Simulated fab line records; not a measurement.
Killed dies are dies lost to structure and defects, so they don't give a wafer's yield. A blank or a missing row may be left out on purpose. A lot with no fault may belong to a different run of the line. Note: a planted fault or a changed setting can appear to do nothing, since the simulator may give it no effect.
Shared-tool check || flow rit_cmos || 14 lots and 42 wafers in the sample

== WHY THIS WAS OPENED ==
Of 14 lots, 2 have the reading REOX_OXIDE_THK flagged at RIT_REOX_THK_MEAS_04. Wafers without a fault read 25.3 nm, standard deviation 0.4.
Rule: a lot gets a flag if all its wafers with a number sit over 4 standard deviations from that mean, or if no wafer of it has a number. As for the other lots, they are considered sound.

{"lot": "L778", "measured": "day 3 03:41", "on": "film_metro-03", "REOX_OXIDE_THK (nm), wafer by wafer": "24.8 24.8 24.7", "flag": ""}
{"lot": "L779", "measured": "day 3 07:08", "on": "film_metro-02", "REOX_OXIDE_THK (nm), wafer by wafer": "25.6 25.2 25.9", "flag": ""}
{"lot": "L780", "measured": "day 3 11:19", "on": "film_metro-02", "REOX_OXIDE_THK (nm), wafer by wafer": "24.8 25.3 25.3", "flag": ""}
{"lot": "L781", "measured": "day 4 00:23", "on": "film_metro-04", "REOX_OXIDE_THK (nm), wafer by wafer": "25.3 25.6 25.3", "flag": ""}
{"lot": "L783", "measured": "day 4 00:24", "on": "film_metro-03", "REOX_OXIDE_THK (nm), wafer by wafer": "24.7 25.1 25.3", "flag": ""}
{"lot": "L784", "measured": "day 4 05:33", "on": "film_metro-04", "REOX_OXIDE_THK (nm), wafer by wafer": "25.4 25.4 25.3", "flag": ""}
{"lot": "L785", "measured": "day 4 09:46", "on": "film_metro-03", "REOX_OXIDE_THK (nm), wafer by wafer": "25.3 25.3 25.1", "flag": ""}
{"lot": "L788", "measured": "day 5 01:25", "on": "film_metro-02", "REOX_OXIDE_THK (nm), wafer by wafer": "25.3 25.2 25.4", "flag": ""}
{"lot": "L789", "measured": "day 5 06:50", "on": "film_metro-02", "REOX_OXIDE_THK (nm), wafer by wafer": "25.8 25.1 25.6", "flag": ""}
{"lot": "L790", "measured": "day 5 14:03", "on": "film_metro-04", "REOX_OXIDE_THK (nm), wafer by wafer": "25.9 25.5 25.9", "flag": ""}
{"lot": "L791", "measured": "day 5 16:43", "on": "film_metro-03", "REOX_OXIDE_THK (nm), wafer by wafer": "33.0 32.8 32.6", "flag": "FLAGGED"}
{"lot": "L793", "measured": "day 6 03:44", "on": "film_metro-02", "REOX_OXIDE_THK (nm), wafer by wafer": "31.5 31.7 31.5", "flag": "FLAGGED"}
{"lot": "L799", "measured": "day 7 21:38", "on": "film_metro-03", "REOX_OXIDE_THK (nm), wafer by wafer": "25.2 25.2 25.3", "flag": ""}
{"lot": "L800", "measured": "day 8 00:29", "on": "film_metro-04", "REOX_OXIDE_THK (nm), wafer by wafer": "25.9 26.0 25.8", "flag": ""}
Average over the flagged lots: 32.2 nm; offset from the usual +6.9 nm, equal to +17 standard deviations.

== WHICH TOOL RAN EACH LOT ==
The record holds 1 process step before the reading, out of a route of 202 steps. In each cell: the tool, then ch and the chambers that the sampled wafers went through, then the start.
{"lot": "L778", "flag": "", "RIT_REOX_OXIDATION_03": "furnace-01 ch 0, day 3 01:08"}
{"lot": "L779", "flag": "", "RIT_REOX_OXIDATION_03": "furnace-04 ch 0, day 3 04:35"}
{"lot": "L780", "flag": "", "RIT_REOX_OXIDATION_03": "furnace-01 ch 0, day 3 08:46"}
{"lot": "L781", "flag": "", "RIT_REOX_OXIDATION_03": "furnace-03 ch 0, day 3 21:50"}
{"lot": "L783", "flag": "", "RIT_REOX_OXIDATION_03": "furnace-03 ch 0, day 3 21:50"}
{"lot": "L784", "flag": "", "RIT_REOX_OXIDATION_03": "furnace-04 ch 0, day 4 02:59"}
{"lot": "L785", "flag": "", "RIT_REOX_OXIDATION_03": "furnace-03 ch 0, day 4 07:13"}
{"lot": "L788", "flag": "", "RIT_REOX_OXIDATION_03": "furnace-03 ch 0, day 4 22:52"}
{"lot": "L789", "flag": "", "RIT_REOX_OXIDATION_03": "furnace-04 ch 0, day 5 04:16"}
{"lot": "L790", "flag": "", "RIT_REOX_OXIDATION_03": "furnace-04 ch 0, day 5 11:28"}
{"lot": "L791", "flag": "FLAGGED", "RIT_REOX_OXIDATION_03": "furnace-03 ch 0, day 5 14:10"}
{"lot": "L793", "flag": "FLAGGED", "RIT_REOX_OXIDATION_03": "furnace-03 ch 0, day 6 01:11"}
{"lot": "L799", "flag": "", "RIT_REOX_OXIDATION_03": "furnace-04 ch 0, day 7 19:04"}
{"lot": "L800", "flag": "", "RIT_REOX_OXIDATION_03": "furnace-01 ch 0, day 7 21:56"}
What is done by these steps:
- RIT_REOX_OXIDATION_03: target thk 25.2 nm, ox time 5580 s.
- RIT_REOX_THK_MEAS_04

== FLAGGED OVER TOTAL, TOOL BY TOOL (the gauges that took the reading come last) ==
{"step": "RIT_REOX_OXIDATION_03", "tool": "furnace-01", "lots run": 3, "flagged": 0, "share of the flagged lots": "none", "sound lots run after its first flagged lot": "-"}
{"step": "RIT_REOX_OXIDATION_03", "tool": "furnace-03", "lots run": 6, "flagged": 2, "share of the flagged lots": "all", "sound lots run after its first flagged lot": 0}
{"step": "RIT_REOX_OXIDATION_03", "tool": "furnace-04", "lots run": 5, "flagged": 0, "share of the flagged lots": "none", "sound lots run after its first flagged lot": "-"}
{"step": "RIT_REOX_THK_MEAS_04", "tool": "film_metro-02", "lots run": 5, "flagged": 1, "share of the flagged lots": "some", "sound lots run after its first flagged lot": 0}
{"step": "RIT_REOX_THK_MEAS_04", "tool": "film_metro-03", "lots run": 5, "flagged": 1, "share of the flagged lots": "some", "sound lots run after its first flagged lot": "1 (L799)"}
{"step": "RIT_REOX_THK_MEAS_04", "tool": "film_metro-04", "lots run": 4, "flagged": 0, "share of the flagged lots": "none", "sound lots run after its first flagged lot": "-"}

== WHAT THE TABLE PERMITS ==
Rows of the table that ran each flagged lot: 1, that is furnace-03 at RIT_REOX_OXIDATION_03.
- furnace-03 at RIT_REOX_OXIDATION_03 ran 6 lots, 2 of them flagged. Last sound lot L788 at day 4 22:52, first flagged lot L791 at day 5 14:10; a fault beginning in between fits.
One tool is left: furnace-03 at RIT_REOX_OXIDATION_03.

== WHAT HAD BEEN PUT IN BY THE SIMULATOR ==
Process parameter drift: furnace-03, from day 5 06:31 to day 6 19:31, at RIT_REOX_OXIDATION_03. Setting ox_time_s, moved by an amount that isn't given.
Shown lots that were struck: L791, L793. The rule given above showed the same thing.
